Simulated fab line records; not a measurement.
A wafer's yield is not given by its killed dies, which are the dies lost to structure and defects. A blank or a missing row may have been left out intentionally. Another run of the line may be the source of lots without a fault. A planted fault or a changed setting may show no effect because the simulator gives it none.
Which tool did it? -- flow rit-cmos -- 42 wafers from 14 lots sampled at 3 of the route's 202 steps

## WHAT THE GAUGES SHOWED, per wafer
RIT_NSD_TW_MEAS_10.
lot,measured,on,NSD_TW
L338,day 3 06:30,film-metro-02,3134 3117 3118
L339,day 3 13:13,film-metro-02,3101 3101 3108
L341,day 3 22:26,film-metro-02,3145 3127 3108
L342,day 4 01:29,film-metro-04,3140 3149 3106
L343,day 4 06:21,film-metro-02,3129 3115 3120
L344,day 4 10:08,film-metro-04,3141 3138 3144
L349,day 5 14:09,film-metro-01,3122 3106 3103
L350,day 5 20:33,film-metro-02,2880 2864 2855 2885 2871 2879
L352,day 6 11:32,film-metro-01,2895 2876 2867 2871 2871 2896
L353,day 6 12:01,film-metro-04,3142 3149 3142
L356,day 7 04:07,film-metro-01,3118 3125 3118
L355,day 7 06:02,film-metro-02,3116 3137 3126
L358,day 7 19:13,film-metro-01,3141 3132 3118
L360,day 8 09:01,film-metro-04,3110 3092 3096

RIT_SDANNEAL_RS_MEAS_05: the measuring method here is four-point-probe.
lot,measured,on,NSD_RS (ohm/sq)
L338,day 3 08:42,film-metro-04,84.26 84.60 84.53
L339,day 3 15:32,film-metro-02,84.64 84.38 84.29
L341,day 4 00:43,film-metro-04,84.98 84.96 85.11
L342,day 4 03:31,film-metro-01,84.37 84.33 84.77
L343,day 4 08:32,film-metro-02,84.02 84.12 83.79
L344,day 4 12:11,film-metro-04,84.69 84.70 84.40
L349,day 5 16:20,film-metro-01,84.37 84.34 84.30
L350,day 6 03:43,film-metro-01,112.75 112.74 112.27 113.01 112.66 112.50
L352,day 6 17:55,film-metro-01,112.74 112.90 112.81 112.85 112.76 113.01
L353,day 6 14:10,film-metro-04,84.43 84.26 83.97
L356,day 7 06:18,film-metro-01,84.72 84.53 84.48
L355,day 7 08:13,film-metro-04,84.16 84.81 84.25
L358,day 7 21:22,film-metro-01,84.07 83.93 84.28
L360,day 8 11:11,film-metro-04,84.86 85.15 84.64

## WHICH TOOL RAN EACH LOT (tool, then ch and the chambers of the sampled wafers, then the start)
lot,RIT_NSD_IMPLANT_08
L338,"implanter-03 ch 0, day 3 06:11"
L339,"implanter-02 ch 0, day 3 12:53"
L341,"implanter-01 ch 0, day 3 22:07"
L342,"implanter-03 ch 0, day 4 01:09"
L343,"implanter-01 ch 0, day 4 06:02"
L344,"implanter-02 ch 0, day 4 09:49"
L349,"implanter-01 ch 0, day 5 13:50"
L350,"implanter-02 ch 0, day 5 20:16"
L352,"implanter-02 ch 0, day 6 11:12"
L353,"implanter-01 ch 0, day 6 11:41"
L356,"implanter-03 ch 0, day 7 03:47"
L355,"implanter-03 ch 0, day 7 05:43"
L358,"implanter-01 ch 0, day 7 18:53"
L360,"implanter-03 ch 0, day 8 08:41"
- RIT_NSD_IMPLANT_08

## WHAT THE TOOLS THEMSELVES READ (means of the sampled wafers that have a number; where no wafer has one, the mark that the record gives instead)
RIT_NSD_IMPLANT_08.
lot,tool,dose-ions-cm2,faraday-current-uA
L338,implanter-03,9.9893e+14,3123
L339,implanter-02,1.0003e+15,3125
L341,implanter-01,9.9897e+14,3126
L342,implanter-03,1.0009e+15,3146
L343,implanter-01,9.9940e+14,3121
L344,implanter-02,1.0005e+15,3097
L349,implanter-01,1.0007e+15,3077
L350,implanter-02,7.0067e+14,2222
L352,implanter-02,6.9890e+14,2199
L353,implanter-01,1.0012e+15,3160
L356,implanter-03,9.9920e+14,3186
L355,implanter-03,1.0004e+15,3115
L358,implanter-01,1.0005e+15,3125
L360,implanter-03,1.0012e+15,3137

## THE ANSWER, worked out from the rows above alone
Rule: usual is defined by the lots themselves. The widest of any qualifying gaps counts: lots, ordered by their means at a reading, are off when they make up no more than a third of the lots, leave a main group of 4 or more, and stand apart from it by 3 or more times the standard deviation of that group's means. A main group is skipped when, at the precision printed for the reading in the tables above, its means are all equal. Also off: a lot with no number at a reading for which 4 or more lots have one. Any other lot the step has rows for is counted as sound. First the gauges in route order, then the tools' own readings, where a lot's mean is used as printed above. The first step at which some lot is off is used, and at that step the reading that is off furthest; a lot without a number counts as furthest.
Off: at RIT_NSD_TW_MEAS_10 (NSD_TW), L350, L352. The main group has a mean of 3123 with a standard deviation of 13.
A tool fits if, at a process step before that reading, it ran every lot that is off, and no sound lot after the first of them. The gauges at RIT_NSD_TW_MEAS_10 aren't tried: what is off there is off at RIT_NSD_IMPLANT_08 too, on other tools, and a gauge's error can't cause that. One fits: implanter-02 at RIT_NSD_IMPLANT_08. A fault onset in the window from L344 (day 4 09:49, its last sound lot) to L350 (day 5 20:16, its first lot off) fits.
The tool's own readings at RIT_NSD_IMPLANT_08 bear it out: on the lots that are off they differ by more than 5 times the standard deviation of the sound lots' means. dose-ions-cm2 reads 6.9978e+14 there against 1.0002e+15 on the sound lots; faraday-current-uA reads 2210 there against 3128 on the sound lots.

## WHAT THE SIMULATOR PUT IN
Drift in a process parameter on implanter-02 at RIT_NSD_IMPLANT_08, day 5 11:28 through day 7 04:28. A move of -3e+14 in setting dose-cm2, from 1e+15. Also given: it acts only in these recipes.
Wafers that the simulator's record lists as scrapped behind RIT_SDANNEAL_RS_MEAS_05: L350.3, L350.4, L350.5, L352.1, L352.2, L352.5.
Shown lots that were struck: L350, L352. Same finding as the rule above.
